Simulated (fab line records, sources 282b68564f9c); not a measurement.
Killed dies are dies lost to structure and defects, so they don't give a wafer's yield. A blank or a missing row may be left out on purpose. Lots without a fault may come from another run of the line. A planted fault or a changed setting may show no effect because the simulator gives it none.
A struck lot beside a sound one | flow rit_cmos | 15 steps out of a route of 202
Sound: wafers L886.1, L886.3, L886.6. Struck: wafers L891.1, L891.3, L891.6. The cause comes at the end.
At each step with rows: each side's tool, then ch and its chambers, then its first start. Under that, the readings that differ: sound wafers | struck wafers | difference of the means | sigmas: that difference in standard deviations of wafers without a fault.
alike: readings whose means differ by less than 2 such deviations, and words and numbers that are the same on both sides. not compared: withheld readings, readings that some wafer has no value for, bounds like >300 that may hide the same value, and numbers for which the record gives no deviation and whose values overlap.
The two part at a step that has a row with sigmas, a row that says differs or no value, or rows on one side only. Numbers that don't overlap but have no deviation are shown without sigmas and don't part them. A reading that every wafer of one side lacks parts them only if that side has two wafers or more.

RIT_PWELL_TW_MEAS_10:
  sound on film_metro-01, day 3 01:14; struck on film_metro-02, day 4 01:22
  alike: PWELL_TW
then, 1 step without rows for these wafers: RIT_WELLDRIVE_ANNEAL_00 (time 14700 s).
RIT_WELLDRIVE_RS_MEAS_01: measures by four-point-probe.
  sound on film_metro-01, day 3 06:59; struck on film_metro-03, day 4 06:41
  alike: NWELL_RS
RIT_WELLDRIVE_RS_MEAS_02: measures by four-point-probe.
  sound on film_metro-01, day 3 07:07; struck on film_metro-03, day 4 06:49
  alike: PWELL_RS
then, 6 steps without rows for these wafers: RIT_NRETRO_HMDS_00 (prime time 60 s); RIT_NRETRO_COAT_01 (resist thk 1300 nm); RIT_NRETRO_SOFTBAKE_02 (time 60 s); RIT_NRETRO_EXPOSE_03 (exposes mask M4, target cd 43900 nm); RIT_NRETRO_PEB_04; RIT_NRETRO_DEVELOP_05 (develop time 68 s).
RIT_NRETRO_OVL_MEAS_06:
  sound on overlay-02, day 3 08:07; struck on overlay-01, day 4 07:59
  alike: NRETRO_OVL
then, 1 step without rows for these wafers: RIT_NRETRO_HARDBAKE_07 (time 120 s).
RIT_NRETRO_IMPLANT_08:
  sound on implanter-01 ch 0, day 3 08:23; struck on implanter-01 ch 0, day 4 08:16
  reading       | sound                         | struck                        | difference | sigmas
  dose_ions_cm2 | 9.988e+12 9.999e+12 9.994e+12 | 9.484e+12 9.485e+12 9.478e+12 | -5.113e+11 | -54
  alike: beam_on_s, tilt_deg
RIT_NRETRO_STRIP_09: strips in O2, time 180 s.
  sound on plasma_asher-03 ch 0,1, day 3 08:32; struck on plasma_asher-02 ch 0,1, day 4 08:25
  alike: drypump_motor_current_A
  not compared: rf_hours_counter_h
RIT_M1_PROBE_99:
  sound on prober-02, day 4 12:01; struck on prober-01, day 5 17:12
  reading                             | sound             | struck            | difference | sigmas
  model.etest.cap_p_gate.c_min_ff_um2 | 2.347 2.332 2.344 | 2.307 2.302 2.314 | -0.033     |
  alike: killed_at_front_end, killed_dies, killed_open, killed_short

WHERE THEY PART
Only at RIT_NRETRO_IMPLANT_08, within this record. Later steps at which nothing parts them and some readings are alike: RIT_NRETRO_STRIP_09, RIT_M1_PROBE_99.

WHY: what the simulator had put in
Process parameter drift: implanter-01, from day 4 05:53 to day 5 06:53, at RIT_NRETRO_IMPLANT_08. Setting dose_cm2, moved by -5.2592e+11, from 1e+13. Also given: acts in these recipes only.
